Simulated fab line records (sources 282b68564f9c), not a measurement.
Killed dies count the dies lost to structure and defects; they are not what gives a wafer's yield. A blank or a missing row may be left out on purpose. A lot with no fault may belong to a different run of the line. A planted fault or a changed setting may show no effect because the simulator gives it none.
A lot that was struck, set against a sound lot -- flow rit-cmos -- 15 steps out of a route of 202
Sound: wafers L562.2, L562.5, L562.6. Struck: wafers L567.4, L567.5 (left out: L567.3, a lot-mate that was not struck); the cause follows at the end.
At each step with rows: each side's tool, then ch and its chambers, then its first start. Under that, the readings that differ: sound wafers -- struck wafers -- difference of the means -- sigmas: that difference in standard deviations of wafers without a fault.
alike: a reading whose means differ by less than 2 such deviations, as well as words and numbers matching on both sides. not compared: withheld readings; readings where some wafer has no value; bounds like >300 that might hide an equal value; numbers whose values overlap and for which the record gives no deviation.
The two part at a step that has a row with sigmas, a row that says differs or no value, or rows on one side only. Non-overlapping numbers with no deviation appear without sigmas and do not part them. A reading missing from all wafers of one side parts the sides only when that side holds two or more wafers.

RIT_GATE_THK_MEAS_07:
  sound on film-metro-01, day 2 16:44; struck on film-metro-01, day 3 20:04
  alike: GATE_OXIDE_THK
then, 1 step without rows for these wafers: RIT_GATE_CVD_08 (deposits poly-Si from SiH4, target thk 250 nm, time 2220 s).
RIT_GATE_THK_MEAS_09:
  sound on film-metro-01, day 2 18:25; struck on film-metro-03, day 3 21:44
  alike: GATE_POLY_THK
then, 6 steps without rows for these wafers: RIT_GATE_HMDS_10 (prime time 60 s); RIT_GATE_COAT_11 (resist thk 850 nm); RIT_GATE_SOFTBAKE_12 (time 60 s); RIT_GATE_EXPOSE_13 (exposes mask M6, target cd 150 nm); RIT_GATE_PEB_14; RIT_GATE_DEVELOP_15 (develop time 50 s).
RIT_GATE_CD_MEAS_16: target cd 150 nm.
  sound on cd-sem-01, day 2 19:27; struck on cd-sem-01, day 3 22:48
  alike: cd-nm
RIT_GATE_OVL_MEAS_17:
  sound on overlay-02, day 2 19:34; struck on overlay-02, day 3 22:53
  alike: GATE_OVL
then, 1 step without rows for these wafers: RIT_GATE_HARDBAKE_18 (time 60 s).
RIT_GATE_ETCH_19: etches poly-Si in SF6/CHF3/O2, stops on SiO2, time 165 s, target depth 312.5 nm.
  sound on rie-si-02 ch 2,3, day 2 19:44; struck on rie-si-01 ch 0, day 3 23:04
reading,sound,struck,difference,sigmas
oes-product-au (a.u.),0.813 0.809 0.818,0.890 0.878,+0.071,+4
model.NOVOLAK_of_GATE_COAT_11.thk-nm (nm),670.6 666.7 671.4,672.9 674.2,+4.0,
  alike: SF6_flow_sccm, drypump-motor-current-A, throttle-valve-pct
  not compared: rf-hours-counter-h
RIT_GATE_STRIP_20: strips in O2, time 180 s.
  sound on plasma-asher-01 ch 0,1, day 2 19:51; struck on plasma-asher-01 ch 0, day 3 23:14
  alike: drypump-motor-current-A, rf-refl-power-W
  not compared: rf-hours-counter-h
RIT_M1_PROBE_99:
  the record has rows for the struck wafers here (prober-02, day 4 19:13) and none for the sound ones

## WHERE THEY PART
First at RIT_GATE_ETCH_19; last, within this record, at RIT_M1_PROBE_99.

WHY: what the simulator had put in
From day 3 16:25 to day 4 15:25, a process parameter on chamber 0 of rie-si-01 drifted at RIT_GATE_ETCH_19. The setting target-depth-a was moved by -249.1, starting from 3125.
